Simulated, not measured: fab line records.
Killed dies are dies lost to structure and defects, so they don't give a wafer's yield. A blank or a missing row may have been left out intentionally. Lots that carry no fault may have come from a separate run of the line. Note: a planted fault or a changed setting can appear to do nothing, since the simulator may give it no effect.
A lot that was struck, set against a sound lot	flow berkeley_cmos170	16 out of 331 route steps
Sound: wafers L330.2, L330.5, L330.6. Struck: wafer L340.6. (L340.3, L340.5 of the same lot were not struck and are left out.) The cause comes at the end.
Each step with rows lists, per side, the tool, then ch with its chambers, then its first start. Under that, the readings that differ: sound wafers	struck wafers	difference of the means	sigmas: that difference in standard deviations of wafers without a fault.
alike: readings whose means differ by less than 2 such deviations, and words and numbers that are the same on both sides. not compared: withheld readings, readings that some wafer has no value for, bounds like >300 that may hide the same value, and numbers for which the record gives no deviation and whose values overlap.
Wherever a step has rows on one side only, a row that says differs or no value, or a row with sigmas, the two part there. Numbers that don't overlap but have no deviation are shown without sigmas and don't part them. Lack of a reading on every wafer of one side parts them only where that side has two or more wafers.

first, 1 step without rows for these wafers: UCB170_NWELL_OXIDATION_01 (target thk 26.4 nm, ox time 1260 s).
UCB170_NWELL_THK_MEAS_02:
  sound on film_metro-04, day 2 12:58; struck on film_metro-01, day 4 17:08
  alike: NWELL_OXIDE_THK
then, 2 steps without rows for these wafers: UCB170_NWELL_ANNEAL_03 (time 900 s); UCB170_NWELL_CVD_04 (deposits Si3N4 from SiH2Cl2/NH3, target thk 224 nm, time 3360 s).
UCB170_NWELL_THK_MEAS_05:
  sound on film_metro-01, day 2 18:25; struck on film_metro-01, day 5 00:14
  alike: NWELL_NITRIDE_THK
then, 6 steps without rows for these wafers: UCB170_NWELL_HMDS_06 (prime time 60 s); UCB170_NWELL_COAT_07 (resist thk 900 nm); UCB170_NWELL_SOFTBAKE_08 (time 60 s); UCB170_NWELL_EXPOSE_09 (exposes mask NWELL, target cd 3000 nm); UCB170_NWELL_PEB_10; UCB170_NWELL_DEVELOP_11 (develop time 45 s).
UCB170_NWELL_OVL_MEAS_12:
  sound on overlay-01, day 2 19:35; struck on overlay-02, day 5 01:57
  alike: NWELL_OVL
UCB170_NWELL_ETCH_13: etches Si3N4 in CH3F/Ar/O2, stops on SiO2, target depth 246.4 nm, time 154 s.
  sound on rie_diel-04 ch 0,3, day 2 19:37; struck on rie_diel-04 ch 1, day 5 01:59
reading	sound	struck	difference	sigmas
oes_product_au (a.u.)	0.960 0.963 0.942	1.016	+0.061	+4
run_length_s (s)	182.5 182.1 183.3	85.9	-96.7	-99 or more
model.etch.depth_nm (nm)	223.2 221.7 223	94.72	-127.91	
model.KrF_of_NWELL_COAT_07.thk_nm (nm)	732.2 729.1 719.1	823.8	+97.0	
  alike: drypump_motor_current_A, throttle_valve_pct
  not compared: rf_hours_counter_h
next, for these wafers, 1 step has no rows: UCB170_NWELL_IMPLANT_14.
UCB170_NWELL_STRIP_15: strips in O2.
  sound on plasma_asher-04 ch 0,1, day 2 19:52; struck on plasma_asher-03 ch 1, day 5 02:17
reading	sound	struck	difference	sigmas
strip_time_to_endpoint_s (s)	18.27 18.20 17.96	20.47	+2.33	+31
  alike: drypump_motor_current_A, oes_product_au
  not compared: rf_hours_counter_h
UCB170_NWELL_TW_MEAS_16:
  sound on film_metro-04, day 2 19:58; struck on film_metro-04, day 5 02:22
  alike: NWELL_TW

WHERE THEY PART
Last at UCB170_NWELL_STRIP_15 as far as this record goes, first at UCB170_NWELL_ETCH_13. Later steps at which nothing parts them and some readings are alike: UCB170_NWELL_TW_MEAS_16.

WHY: whatever the simulator had introduced
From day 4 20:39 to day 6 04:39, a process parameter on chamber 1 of rie_diel-04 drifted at UCB170_NWELL_ETCH_13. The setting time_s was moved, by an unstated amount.
